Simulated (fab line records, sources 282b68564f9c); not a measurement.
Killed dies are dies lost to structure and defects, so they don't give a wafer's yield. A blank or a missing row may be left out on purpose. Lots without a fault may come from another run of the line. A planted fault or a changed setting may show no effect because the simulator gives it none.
fab line records | flow rit_cmos
record lots=7 wafers=21 last_day=8
route steps=202 shown REOX@100 NLDD@103 PLDD@114 SPACER@125
lots that met no fault: from a run of the same line without faults
start_h: hours from the record's first day to the start of the lot's first wafer shown | wait_h: hours since the lot's step before | " the same as in the row above | L1.1+2: a row that stands for several wafers | - no value, or no start given | * or withheld: withheld | < > ~ a bound
route shown NAME@n: a module of which the file shows steps, and the number in the route of the first | usual: mean/standard deviation of fault-free wafers | same: alike in all rows | chamber/n: place in a boat | sites: the reading at each site | _std_site: their standard deviation | _edge_site: outer sites' mean less inner sites' | radius_mm: how far each site lies from the wafer's centre | mask NAME#n: copy n | behind: the tool/chamber that last shaped the wafer | hold: why the lot was held/for how many hours/how that ended | device: the transistor (n, p or np) that didn't switch | end of line: the same wafers' tests at the end of the route | a step without rows: its recipe alone | killed: dies lost to structure and defects at the first sort, not the wafer's yield | map: a wafer's dies, x killed, . not, _ none there
set.NAME: the setting as run; set.NAME@STEP: as run at that earlier step | model.NAME: the simulator's own value behind a step, which no gauge read
lots at some steps of the route; a table a step, a row a wafer
services: from which hour (start_h, from the record's first day; less than 0 if before it) a tool's chamber was out of use, for how many hours, and why
## steps
# step RIT_REOX_CLEAN_02
# recipe chemistry=SC2 mix=3:3:50 time_s=600 temp_c=75 dry=n2_spin
# step RIT_REOX_OXIDATION_03
# recipe temp_c=900 ambient=O2 target_thk_a=252 ox_time_s=5580
# step RIT_REOX_THK_MEAS_04
# recipe reads=SiO2_of_REOX_OXIDATION_03
# usual REOX_OXIDE_THK=24.9/0.57
# columns lot.wafer tool chamber start_h wait_h REOX_OXIDE_THK[nm]
L830.1 film_metro-01 - 88.36 0.0 24.9
L830.2 " - " " 24.9
L830.6 " - " " 24.8
L832.1 film_metro-02 - 93.47 0.0 23.9
L832.2 " - " " 24.3
L832.3 " - " " 24.0
L833.3 film_metro-03 - 100.15 0.0 25.1
L833.4 " - " " 25.4
L833.6 " - " " 25.4
L834.1 film_metro-03 - 106.84 0.0 25.1
L834.4 " - " " 24.9
L834.6 " - " " 24.5
L835.2 film_metro-02 - 109.50 0.0 25.1
L835.4 " - " " 25.0
L835.6 " - " " 25.0
L837.1 film_metro-03 - 121.96 0.0 24.0
L837.3 " - " " 24.5
L837.5 " - " " 24.8
L845.1 film_metro-01 - 168.85 0.0 24.1
L845.2 " - " " 23.4
L845.4 " - " " 23.5
# step RIT_NLDD_HMDS_00
# recipe prime_time_s=60 prime_temp_c=140
# step RIT_NLDD_COAT_01
# recipe resist=NOVOLAK spin_rpm=3250 resist_thk_nm=1000
# step RIT_NLDD_SOFTBAKE_02
# recipe resist=NOVOLAK temp_c=90 time_s=60
# step RIT_NLDD_EXPOSE_03
# recipe mask_id=M7 na=0.57 target_cd_nm=40700 dose_mj=250
# step RIT_NLDD_PEB_04
# recipe resist=NOVOLAK temp_c=withheld time_s=withheld
# step RIT_NLDD_DEVELOP_05
# recipe resist=NOVOLAK develop_time_s=50 dev_temp_c=23
# step RIT_NLDD_OVL_MEAS_06
# usual NLDD_OVL=-0.3/1.4
# columns lot.wafer tool chamber start_h wait_h NLDD_OVL[nm]
L830.1 overlay-02 - 89.32 - -2.9
L830.2 " - " " -0.5
L830.6 " - " " -2.1
L832.1 overlay-01 - 94.38 - -1.3
L832.2 " - " " -1.0
L832.3 " - " " -0.4
L833.3 overlay-01 - 101.21 - 0.9
L833.4 " - " " 2.1
L833.6 " - " " -0.2
L834.1 overlay-01 - 108.32 - -2.1
L834.4 " - " " 0.9
L834.6 " - " " 0.6
L835.2 overlay-01 - 110.53 - 0.0
L835.4 " - " " 2.0
L835.6 " - " " 1.5
L837.1 overlay-01 - 123.09 - 0.9
L837.3 " - " " -1.1
L837.5 " - " " 1.0
L845.1 overlay-02 - 170.00 - 0.9
L845.2 " - " " -0.3
L845.4 " - " " 0.0
# step RIT_NLDD_HARDBAKE_07
# recipe resist=NOVOLAK temp_c=140 time_s=60
# step RIT_NLDD_IMPLANT_08
# recipe species=P energy_kev=20 dose_cm2=5e+14 tilt_deg=7
# step RIT_NLDD_STRIP_09
# recipe chemistry=O2 time_s=180 resist=NOVOLAK platen_temp_c=withheld power_w=500 pressure_mtorr=4000 o2_flow_sccm=4000
# usual chamber_pressure_mTorr=4001/3.5 drypump_motor_current_A=5.88/0.23 time_s=180/0
# columns lot.wafer tool chamber start_h wait_h chamber_pressure_mTorr drypump_motor_current_A rf_hours_counter_h time_s model.NOVOLAK_of_NLDD_COAT_01.thk_nm
L830.1 plasma_asher-02 0 89.66 0.1 4007 6.24 29 180 0
L830.2 " 1 " " 3996 5.98 29 180 0
L830.6 " 0 " " 4004 6.22 - 180 0
L832.1 plasma_asher-02 1 94.72 0.1 - - - - 884.5
L832.2 " 0 " " - - - - 883.6
L832.3 " 1 " " - - - - 885.7
L833.3 plasma_asher-01 0 101.60 0.1 - - - - 881.6
L833.4 " 1 " " - - - - 882.8
L833.6 " 0 " " - - - - 882.4
L834.1 plasma_asher-02 0 108.65 0.1 - - - - 883.7
L834.4 " 1 " " - - - - 882.8
L834.6 " 0 " " - - - - 883.7
L835.2 plasma_asher-02 0 110.86 0.1 4001 6.24 31 180 0
L835.4 " 1 " " 3995 5.97 - 180 0
L835.6 " 1 " " 3999 5.98 - 180 0
L837.1 plasma_asher-01 0 123.43 0.1 3997 5.66 1 180 0
L837.3 " 1 " " 4002 5.74 - 180 0
L837.5 " 1 " " 4006 5.72 - 180 0
L845.1 plasma_asher-03 0 170.34 0.1 3996 5.67 54 180 0
L845.2 " 1 " " 4000 5.73 54 180 0
L845.4 " 0 " " 4001 5.66 - 180 0
# step RIT_NLDD_TW_MEAS_10
# usual NLDD_TW=2471/11
# columns lot.wafer tool chamber start_h wait_h NLDD_TW
L830.1 film_metro-04 - 89.83 0.1 2460
L830.2 " - " " 2455
L830.6 " - " " 2468
L832.1 film_metro-04 - 94.89 0.1 2470
L832.2 " - " " 2473
L832.3 " - " " 2471
L833.3 film_metro-01 - 101.73 0.1 2477
L833.4 " - " " 2481
L833.6 " - " " 2465
L834.1 film_metro-04 - 108.83 0.1 2487
L834.4 " - " " 2467
L834.6 " - " " 2463
L835.2 film_metro-03 - 111.05 0.1 2455
L835.4 " - " " 2474
L835.6 " - " " 2468
L837.1 film_metro-03 - 123.60 0.1 2468
L837.3 " - " " 2470
L837.5 " - " " 2477
L845.1 film_metro-04 - 170.51 0.1 2485
L845.2 " - " " 2481
L845.4 " - " " 2481
# step RIT_PLDD_HMDS_00
# recipe prime_time_s=60 prime_temp_c=140
# step RIT_PLDD_COAT_01
# recipe resist=NOVOLAK spin_rpm=3250 resist_thk_nm=1000
# step RIT_PLDD_SOFTBAKE_02
# recipe resist=NOVOLAK temp_c=90 time_s=60
# step RIT_PLDD_EXPOSE_03
# recipe mask_id=M8 na=0.57 target_cd_nm=40900 dose_mj=250
# step RIT_PLDD_PEB_04
# recipe resist=NOVOLAK temp_c=withheld time_s=withheld
# step RIT_PLDD_DEVELOP_05
# recipe resist=NOVOLAK develop_time_s=50 dev_temp_c=23
# step RIT_PLDD_OVL_MEAS_06
# usual PLDD_OVL=-0.5/1.3
# columns lot.wafer tool chamber start_h wait_h PLDD_OVL[nm]
L830.1 overlay-02 - 90.87 - -0.1
L830.2 " - " " -0.5
L830.6 " - " " -1.1
L832.1 overlay-02 - 95.80 - 0.8
L832.2 " - " " -1.4
L832.3 " - " " 1.3
L833.3 overlay-02 - 102.69 - -3.2
L833.4 " - " " 0.4
L833.6 " - " " -1.7
L834.1 overlay-01 - 109.86 - -0.1
L834.4 " - " " 0.7
L834.6 " - " " 1.3
L835.2 overlay-01 - 111.96 - 0.4
L835.4 " - " " -3.4
L835.6 " - " " -1.1
L837.1 overlay-01 - 124.59 - -0.2
L837.3 " - " " 0.0
L837.5 " - " " -0.8
L845.1 overlay-02 - 171.55 - 1.4
L845.2 " - " " -1.1
L845.4 " - " " -0.5
# step RIT_PLDD_HARDBAKE_07
# recipe resist=NOVOLAK temp_c=140 time_s=60
# step RIT_PLDD_IMPLANT_08
# recipe species=BF2 energy_kev=20 dose_cm2=9e+14 tilt_deg=7
# step RIT_PLDD_STRIP_09
# recipe chemistry=O2 time_s=180 resist=NOVOLAK platen_temp_c=withheld power_w=500 pressure_mtorr=4000 o2_flow_sccm=4000
# usual chamber_pressure_mTorr=4000/3.9 drypump_motor_current_A=5.61/0.2
# same time_s=180
# columns lot.wafer tool chamber start_h wait_h chamber_pressure_mTorr drypump_motor_current_A rf_hours_counter_h
L830.1 plasma_asher-04 0 91.20 0.1 3998 5.72 45
L830.2 " 1 " " 4001 5.17 45
L830.6 " 0 " " 4000 5.72 -
L832.1 plasma_asher-03 0 96.14 0.1 4002 5.67 47
L832.2 " 1 " " 3999 5.73 47
L832.3 " 1 " " 3997 5.75 -
L833.3 plasma_asher-04 1 103.07 0.1 3997 5.16 -
L833.4 " 0 " " 4003 5.71 -
L833.6 " 0 " " 4007 5.72 -
L834.1 plasma_asher-03 0 110.20 0.1 4000 5.70 49
L834.4 " 0 " " 4001 5.69 -
L834.6 " 1 " " 4000 5.72 -
L835.2 plasma_asher-04 0 112.29 0.1 4004 5.73 48
L835.4 " 1 " " 4002 5.17 -
L835.6 " 1 " " 3998 5.16 -
L837.1 plasma_asher-03 0 124.93 0.1 4000 5.68 51
L837.3 " 1 " " 4001 5.74 -
L837.5 " 0 " " 4000 5.68 -
L845.1 plasma_asher-03 1 171.88 0.1 4003 5.72 55
L845.2 " 0 " " 4004 5.66 55
L845.4 " 0 " " 4001 5.64 -
# step RIT_PLDD_TW_MEAS_10
# usual PLDD_TW=2330/9.3
# columns lot.wafer tool chamber start_h wait_h PLDD_TW
L830.1 film_metro-04 - 91.38 0.1 2343
L830.2 " - " " 2321
L830.6 " - " " 2340
L832.1 film_metro-01 - 96.31 0.1 30
L832.2 " - " " 30
L832.3 " - " " 30
L833.3 film_metro-01 - 103.21 0.1 30
L833.4 " - " " 30
L833.6 " - " " 30
L834.1 film_metro-04 - 110.37 0.1 30
L834.4 " - " " 30
L834.6 " - " " 30
L835.2 film_metro-04 - 112.47 0.1 2330
L835.4 " - " " 2350
L835.6 " - " " 2338
L837.1 film_metro-03 - 125.10 0.1 2331
L837.3 " - " " 2335
L837.5 " - " " 2336
L845.1 film_metro-03 - 172.06 0.1 2336
L845.2 " - " " 2333
L845.4 " - " " 2335
# step RIT_SPACER_CLEAN_00
# recipe chemistry=SC1 mix=3:3:50 time_s=600 temp_c=75
## services
# columns tool chamber start_h hours kind
plasma_asher-01 - 89.30 3.2 repair
plasma_asher-01 - 108.80 9.0 pm
plasma_asher-01 0 108.80 9.0 vent_cycle
plasma_asher-01 1 108.80 9.0 vent_cycle
plasma_asher-01 0 117.80 - clean
plasma_asher-01 1 117.80 - clean
## key
first_sign step=RIT_NLDD_STRIP_09 reading=tool_record direction=missing
effect step=RIT_PLDD_TW_MEAS_10 reading=PLDD_TW direction=down sigmas=99+ usual=2330 struck=30
model_effect step=RIT_NLDD_STRIP_09 value=NOVOLAK_of_NLDD_COAT_01.thk_nm without=0 struck=883.4
met_at RIT_NLDD_STRIP_09
struck_wafers L832.1,L832.2,L832.3,L833.3,L833.4,L833.6,L834.1,L834.4,L834.6
sort_left_out L832.1,L832.2,L832.3,L833.3,L833.4,L833.6,L834.1,L834.4,L834.6
tester_left_out L832,L833,L834
onset_between 89.66 94.72
fault kind=skipped_step_whole tool=plasma_asher-01,plasma_asher-02 chamber=- onset_h=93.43 steps=RIT_NLDD_STRIP_09 scope=struck_lots_only
# tester_left_out: of these lots the tester's yield and bins aren't shown, on N5 and GAA mostly nor the transistor test; their killed dies are dies lost to structure and defects alone, not to doping, threshold or leakage, so they don't give the yield
# sort_left_out: the simulated sort isn't trusted on such a fault, so these wafers' sort isn't shown, and their yield isn't known
